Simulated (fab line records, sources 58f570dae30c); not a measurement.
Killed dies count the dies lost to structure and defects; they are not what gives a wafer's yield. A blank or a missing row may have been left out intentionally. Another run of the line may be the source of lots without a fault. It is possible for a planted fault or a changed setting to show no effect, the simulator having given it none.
fab line records ; flow berkeley_cmos170 ; part 2 of 2: steps 32 to 44 of 44
record lots=5; wafers=15; last_day=11
route steps=331 shown PVT@117 GATE@125 FIELD@126 PLDD@145 NLDD@158
lots that met no fault: from a run of the same line without faults
start_h: the number of hours between the record's first day and the start of the first shown wafer of the lot ; wait_h: hours from the lot's prior step to this one ; " same as the row above ; L1.1+2: one row covering several wafers at once ; - no value, or no start was given ; * or withheld: withheld ; < > ~ a bound
route shown NAME@n: names a module that has steps shown in the file, with the first one's number in the route ; usual: mean/standard deviation taken from wafers without a fault ; same: alike in all rows ; chamber/n: place in a boat ; sites: the reading at each site ; _std_site: standard deviation across them ; _edge_site: outer sites' mean less inner sites' ; radius_mm: for every site, how far away it sits from the centre of the wafer ; mask NAME#n: copy n ; behind: the last tool/chamber to shape the wafer ; hold: what put the lot on hold/how long, in hours/how the hold closed ; device: which transistor (n, p or np) failed to switch ; end of line: the same wafers' tests at the end of the route ; for a step that has no rows: nothing shown but its recipe ; killed: not the wafer's yield, but the dies lost to structure and defects at the first sort ; map: dies across one wafer; x = killed, . = not, _ = none there
set.NAME: the setting the step ran with; set.NAME@STEP: the setting that earlier step ran with ; model.NAME: the simulator's own value behind a step, which no gauge read
certain route steps with their lots: each step a table, each wafer a row
services: when a tool's chamber went out of use (start_h, in hours from the record's first day, below 0 if earlier), for how many hours, and the reason
## steps
# step UCB170_PLDD_EXPOSE_03
# recipe mask_id=PSELECT; na=0.5; sigma_outer=0.6; source_shape=conventional; target_cd_nm=1200; dose_mj=30
# usual exposure_dose_mJ_cm2=29.97/0.03
lot.wafer;tool;chamber;start_h;wait_h;mask;exposure_dose_mJ_cm2
L075.3;krf_scanner-01;0;143.03;0.4;PSELECT#0;29.99
L075.5;krf_scanner-01;0;143.03;0.4;PSELECT#0;30.00
L075.6;krf_scanner-01;0;143.03;0.4;PSELECT#0;29.98
L078.2;krf_scanner-02;0;154.97;0.1;PSELECT#0;29.96
L078.3;krf_scanner-02;0;154.97;0.1;PSELECT#0;29.96
L078.6;krf_scanner-02;0;154.97;0.1;PSELECT#0;29.96
L079.2;krf_scanner-01;0;161.85;0.2;PSELECT#0;30.02
L079.3;krf_scanner-01;0;161.85;0.2;PSELECT#0;29.97
L079.5;krf_scanner-01;0;161.85;0.2;PSELECT#0;30.01
L090.1;krf_scanner-01;0;223.67;0.1;PSELECT#0;29.92
L090.2;krf_scanner-01;0;223.67;0.1;PSELECT#0;29.98
L090.6;krf_scanner-01;0;223.67;0.1;PSELECT#0;29.93
L091.1;krf_scanner-02;0;224.62;0.3;PSELECT#0;29.97
L091.3;krf_scanner-02;0;224.62;0.3;PSELECT#0;29.96
L091.5;krf_scanner-02;0;224.62;0.3;PSELECT#0;29.98
# step UCB170_PLDD_PEB_04
# recipe peb_temp_c=130; peb_time_s=withheld; resist=KrF
lot.wafer;tool;chamber;start_h;wait_h
L075.3+5+6;litho_track-03;0;143.70;0.7
L078.2+3+6;litho_track-04;0;155.26;0.3
L079.2+3+5;litho_track-04;0;161.97;0.1
L090.1+2+6;litho_track-04;0;224.44;0.7
L091.1+3+5;litho_track-04;0;224.99;0.4
# step UCB170_PLDD_DEVELOP_05
# recipe developer=TMAH; develop_time_s=45; resist=KrF; dev_temp_c=21
lot.wafer;tool;chamber;start_h;wait_h
L075.3+5+6;litho_track-03;0;-;-
L078.2+3+6;litho_track-04;0;-;-
L079.2+3+5;litho_track-04;0;-;-
L090.1+2+6;litho_track-04;0;-;-
L091.1+3+5;litho_track-04;0;-;-
# step UCB170_PLDD_CD_MEAS_06
# recipe target_cd_nm=1200
# usual cd_nm=1199.9/1.3
lot.wafer;tool;chamber;start_h;wait_h;cd_nm
L075.3;cd_sem-02;-;143.96;-;1200.0
L075.5;cd_sem-02;-;143.96;-;1201.2
L075.6;cd_sem-02;-;143.96;-;1200.9
L078.2;cd_sem-02;-;155.53;-;1200.9
L078.3;cd_sem-02;-;155.53;-;1201.7
L078.6;cd_sem-02;-;155.53;-;1201.4
L079.2;cd_sem-02;-;162.24;-;1200.6
L079.3;cd_sem-02;-;162.24;-;1200.4
L079.5;cd_sem-02;-;162.24;-;1199.2
L090.1;cd_sem-01;-;224.71;-;1200.1
L090.2;cd_sem-01;-;224.71;-;1200.5
L090.6;cd_sem-01;-;224.71;-;1202.0
L091.1;cd_sem-02;-;225.26;-;1198.5
L091.3;cd_sem-02;-;225.26;-;1197.8
L091.5;cd_sem-02;-;225.26;-;1197.5
# step UCB170_PLDD_OVL_MEAS_07
# usual PLDD_OVL=-1/5.3
lot.wafer;tool;chamber;start_h;wait_h;PLDD_OVL[nm]
L075.3;overlay-01;-;144.05;0.1;-4
L075.5;overlay-01;-;144.05;0.1;-5
L075.6;overlay-01;-;144.05;0.1;-6
L078.2;overlay-02;-;155.63;0.1;-5
L078.3;overlay-02;-;155.63;0.1;-8
L078.6;overlay-02;-;155.63;0.1;-6
L079.2;overlay-02;-;162.35;0.1;-3
L079.3;overlay-02;-;162.35;0.1;-4
L079.5;overlay-02;-;162.35;0.1;4
L090.1;overlay-01;-;224.83;0.1;0
L090.2;overlay-01;-;224.83;0.1;-2
L090.6;overlay-01;-;224.83;0.1;1
L091.1;overlay-01;-;225.38;0.1;6
L091.3;overlay-01;-;225.38;0.1;5
L091.5;overlay-01;-;225.38;0.1;3
# step UCB170_PLDD_IMPLANT_08
# recipe species=BF2; dose_cm2=4.911e+13; energy_kev=10; tilt_deg=7; rotation_deg=0
lot.wafer;tool;chamber;start_h;wait_h
L075.3+5+6;implanter-01;0;144.25;0.2
L078.2+3+6;implanter-01;0;155.69;0.0
L079.2+3+5;implanter-01;0;162.40;0.0
L090.1+2+6;implanter-02;0;224.87;0.0
L091.1+3+5;implanter-03;0;225.42;0.0
# step UCB170_PLDD_IMPLANT_09
# recipe species=BF2; dose_cm2=5e+13; energy_kev=10; tilt_deg=7; rotation_deg=180
lot.wafer;tool;chamber;start_h;wait_h
L075.3+5+6;implanter-01;0;144.40;0.1
L078.2+3+6;implanter-01;0;155.84;0.1
L079.2+3+5;implanter-01;0;162.55;0.1
L090.1+2+6;implanter-02;0;225.02;0.1
L091.1+3+5;implanter-03;0;225.57;0.1
# step UCB170_PLDD_STRIP_10
# recipe chemistry=O2; power_w=400; pressure_mtorr=3500; platen_temp_c=withheld; o2_flow_sccm=400; overash_fraction=0.5
# usual drypump_motor_current_A=5.6/0.61; oes_product_au=0.735/0.0046; strip_time_to_endpoint_s=21.64/0.067
lot.wafer;tool;chamber;start_h;wait_h;drypump_motor_current_A;oes_product_au;rf_hours_counter_h;strip_time_to_endpoint_s
L075.3;plasma_asher-04;0;144.54;0.1;6.6;0.732;-;21.67
L075.5;plasma_asher-04;1;144.54;0.1;5.9;0.735;-;21.71
L075.6;plasma_asher-04;0;144.54;0.1;6.6;0.733;-;21.76
L078.2;plasma_asher-04;0;155.96;0.1;6.6;0.737;44;21.64
L078.3;plasma_asher-04;1;155.96;0.1;5.9;0.730;-;21.66
L078.6;plasma_asher-04;0;155.96;0.1;6.6;0.737;-;21.69
L079.2;plasma_asher-01;1;162.68;0.1;5.1;0.733;43;21.65
L079.3;plasma_asher-01;1;162.68;0.1;5.1;0.736;-;21.67
L079.5;plasma_asher-01;0;162.68;0.1;5.0;0.732;-;21.69
L090.1;plasma_asher-02;1;225.17;0.1;6.3;0.738;11;21.53
L090.2;plasma_asher-02;0;225.17;0.1;5.1;0.729;11;21.55
L090.6;plasma_asher-02;0;225.17;0.1;5.2;0.737;-;21.59
L091.1;plasma_asher-02;1;225.72;0.1;6.3;0.737;11;21.63
L091.3;plasma_asher-02;0;225.72;0.1;5.2;0.738;-;21.66
L091.5;plasma_asher-02;0;225.72;0.1;5.2;0.743;-;21.66
# step UCB170_PLDD_TW_MEAS_11
# usual PLDD_TW=1002/4.4
lot.wafer;tool;chamber;start_h;wait_h;PLDD_TW
L075.3;film_metro-01;-;144.62;0.1;1005
L075.5;film_metro-01;-;144.62;0.1;1005
L075.6;film_metro-01;-;144.62;0.1;1009
L078.2;film_metro-03;-;156.07;0.1;1003
L078.3;film_metro-03;-;156.07;0.1;1004
L078.6;film_metro-03;-;156.07;0.1;1007
L079.2;film_metro-04;-;162.79;0.1;1003
L079.3;film_metro-04;-;162.79;0.1;1006
L079.5;film_metro-04;-;162.79;0.1;1006
L090.1;film_metro-01;-;225.27;0.1;998
L090.2;film_metro-01;-;225.27;0.1;998
L090.6;film_metro-01;-;225.27;0.1;997
L091.1;film_metro-01;-;225.82;0.1;1004
L091.3;film_metro-01;-;225.82;0.1;1001
L091.5;film_metro-01;-;225.82;0.1;1001
# step UCB170_PLDD_CLEAN_12
# recipe chemistry=SPM; temp_c=120; time_s=600
# usual temp_c=120.03/0.15
lot.wafer;tool;chamber;start_h;wait_h;temp_c
L075.3;wet_bench-02;0;144.71;0.1;120.04
L075.5;wet_bench-02;0;144.71;0.1;120.28
L075.6;wet_bench-02;0;144.71;0.1;120.04
L078.2;wet_bench-02;2;156.12;0.0;119.88
L078.3;wet_bench-02;2;156.12;0.0;119.85
L078.6;wet_bench-02;2;156.12;0.0;119.90
L079.2;wet_bench-02;3;162.84;0.0;120.00
L079.3;wet_bench-02;3;162.84;0.0;120.12
L079.5;wet_bench-02;3;162.84;0.0;119.95
L090.1;wet_bench-03;3;225.33;0.1;120.09
L090.2;wet_bench-03;3;225.33;0.1;120.10
L090.6;wet_bench-03;3;225.33;0.1;120.12
L091.1;wet_bench-02;2;225.88;0.1;120.19
L091.3;wet_bench-02;2;225.88;0.1;120.23
L091.5;wet_bench-02;2;225.88;0.1;120.41
# step UCB170_NLDD_HMDS_00
# recipe prime_time_s=60; prime_temp_c=100
lot.wafer;tool;chamber;start_h;wait_h
L075.3+5+6;litho_track-01;0;144.94;0.1
L078.2+3+6;litho_track-02;0;156.34;0.0
L079.2+3+5;litho_track-02;0;163.30;0.3
L090.1+2+6;litho_track-02;0;225.52;0.0
L091.1+3+5;litho_track-02;0;226.42;0.4
# step UCB170_NLDD_COAT_01
# recipe resist=KrF; spin_rpm=1500; resist_thk_nm=900
lot.wafer;tool;chamber;start_h;wait_h
L075.3+5+6;litho_track-01;0;145.09;0.1
L078.2+3+6;litho_track-02;0;156.49;0.1
L079.2+3+5;litho_track-02;0;163.45;0.1
L090.1+2+6;litho_track-02;0;225.67;0.1
L091.1+3+5;litho_track-02;0;226.57;0.1
# step UCB170_NLDD_SOFTBAKE_02
# recipe resist=KrF; temp_c=130; time_s=60
lot.wafer;tool;chamber;start_h;wait_h
L075.3+5+6;litho_track-01;0;145.24;0.1
L078.2+3+6;litho_track-02;0;156.64;0.1
L079.2+3+5;litho_track-02;0;163.60;0.1
L090.1+2+6;litho_track-02;0;225.82;0.1
L091.1+3+5;litho_track-02;0;226.72;0.1
## services
tool;chamber;start_h;hours;kind
furnace-01;-;101.09;2.7;pm
plasma_asher-01;-;101.67;28.1;pm
plasma_asher-02;-;108.75;9.0;pm
implanter-02;-;109.42;95.7;pm
rie_si-01;1;112.18;5.6;repair
rie_si-01;0;112.62;16.7;repair
implanter-01;-;115.72;1.8;pm
furnace-01;-;118.87;11.2;pm
implanter-03;-;121.97;85.4;pm
implanter-01;-;136.57;2.0;repair
krf_scanner-02;-;142.62;0.8;pm
plasma_asher-03;-;162.56;2.8;pm
rie_si-01;-;168.31;4.3;pm
furnace-01;-;170.10;2.9;pm
rie_si-01;2;176.62;43.3;repair
rie_diel-01;1;181.77;15.1;repair
krf_scanner-02;-;190.47;1.0;pm
krf_scanner-01;-;191.47;0.8;pm
lpcvd-01;-;192.25;1.3;repair
plasma_asher-02;-;199.08;1.6;repair
furnace-02;-;206.56;3.9;pm
krf_scanner-01;-;208.38;0.3;repair
implanter-03;-;214.43;0.8;repair
krf_scanner-02;-;214.59;1.3;pm
